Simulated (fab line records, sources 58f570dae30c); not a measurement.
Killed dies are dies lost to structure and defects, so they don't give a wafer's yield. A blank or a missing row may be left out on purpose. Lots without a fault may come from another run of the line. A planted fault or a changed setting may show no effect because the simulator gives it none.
Which tool did it? | flow berkeley_cmos170 | 15 lots, 45 wafers sampled, at 2 steps of a route of 331

WHAT THE GAUGES READ, wafer by wafer
UCB170_M3_BOW_MEAS_20. Usual: M3_BOW 35 um, standard deviation 6.8.
lot  | measured     | on            | M3_BOW (um) | flag
L201 | day 7 22:53  | film_metro-03 | 35 30 40    |
L203 | day 7 22:26  | film_metro-04 | 40 27 32    |
L205 | day 8 14:07  | film_metro-03 | 24 32 32    |
L206 | day 8 15:17  | film_metro-01 | 40 33 30    |
L204 | day 9 03:08  | film_metro-04 | 49 42 47    |
L207 | day 9 02:41  | film_metro-01 | 42 35 34    |
L208 | day 9 04:41  | film_metro-03 | 26 39 24    |
L217 | day 10 21:05 | film_metro-03 | 25 21 29    |
L216 | day 10 20:50 | film_metro-01 | 29 33 32    |
L215 | day 10 20:32 | film_metro-03 | 32 39 42    |
L218 | day 11 18:17 | film_metro-03 | 27 42 39    |
L221 | day 11 14:26 | film_metro-04 | 29 45 46    |
L220 | day 12 17:29 | film_metro-04 | 40 40 41    |
L222 | day 12 16:34 | film_metro-04 | 42 31 38    |
L223 | day 12 16:52 | film_metro-04 | 28 48 24    |

WHICH TOOL RAN EACH LOT (tool, then ch and the chambers of the sampled wafers, then the start)
lot  | UCB170_PSD_CLEAN_11
L201 | wet_bench-01 ch 2, day 6 20:22
L203 | wet_bench-01 ch 0, day 6 20:22
L205 | wet_bench-04 ch 1, day 7 10:19
L206 | wet_bench-03 ch 2, day 7 10:35
L204 | wet_bench-04 ch 1, day 7 21:39
L207 | wet_bench-04 ch 3, day 7 21:39
L208 | wet_bench-04 ch 3, day 7 21:39
L217 | wet_bench-01 ch 1, day 9 15:47
L216 | wet_bench-01 ch 0, day 9 16:43
L215 | wet_bench-01 ch 2, day 9 16:53
L218 | wet_bench-04 ch 3, day 10 12:28
L221 | wet_bench-04 ch 1, day 10 12:53
L220 | wet_bench-04 ch 2, day 11 10:56
L222 | wet_bench-04 ch 2, day 11 10:56
L223 | wet_bench-04 ch 2, day 11 10:56
- UCB170_PSD_CLEAN_11: cleans in SPM, time 600 s.

WHAT THE TOOLS THEMSELVES READ (means of the sampled wafers that have a number; where no wafer has one, the mark that the record gives instead)
UCB170_PSD_CLEAN_11. Usual: bath_guard_temp_C 120.0 C, standard deviation 0.61; bath_heat_duty_pct 13.2 %, standard deviation 1.7; temp_c 119.99 C, standard deviation 0.13.
lot  | tool         | bath_guard_temp_C (C) | bath_heat_duty_pct (%) | temp_c (C) | flag
L201 | wet_bench-01 | 120.6                 | 11.3                   | 119.83     |
L203 | wet_bench-01 | 120.1                 | 15.5                   | 120.08     |
L205 | wet_bench-04 | 119.6                 | 14.7                   | 119.92     |
L206 | wet_bench-03 | 119.8                 | 11.0                   | 120.04     |
L204 | wet_bench-04 | -                     | -                      | -          | OFF
L207 | wet_bench-04 | -                     | -                      | -          | OFF
L208 | wet_bench-04 | -                     | -                      | -          | OFF
L217 | wet_bench-01 | 121.0                 | 13.5                   | 120.05     |
L216 | wet_bench-01 | 120.1                 | 15.0                   | 119.92     |
L215 | wet_bench-01 | 120.5                 | 11.4                   | 119.94     |
L218 | wet_bench-04 | 120.4                 | 15.5                   | 120.00     |
L221 | wet_bench-04 | 119.9                 | 13.8                   | 119.96     |
L220 | wet_bench-04 | 119.3                 | 13.0                   | 120.02     |
L222 | wet_bench-04 | 119.3                 | 13.6                   | 119.99     |
L223 | wet_bench-04 | 119.3                 | 13.5                   | 120.07     |

THE ANSWER, worked out from the rows above alone
Rule: a lot is off if the mean of its wafers that have a number lies more than 3 standard deviations from the usual mean. A lot without any number at a reading at which 4 lots or more have one is off too. The other lots that the step has rows for count as sound. The gauges are gone through in route order, then the tools' own readings, and for those a lot's mean is taken as printed above. The first step at which some lot is off is used, and at that step the reading that is off furthest; a lot without a number counts as furthest.
Off: L204, L207, L208, at UCB170_PSD_CLEAN_11 (bath_guard_temp_C). Without a number there: L204, L207, L208.
A tool fits if, at that step or a process step before it, it ran every lot that is off, and no sound lot after the first of them. None of those tried fits.

WHAT THE SIMULATOR HAD PUT IN
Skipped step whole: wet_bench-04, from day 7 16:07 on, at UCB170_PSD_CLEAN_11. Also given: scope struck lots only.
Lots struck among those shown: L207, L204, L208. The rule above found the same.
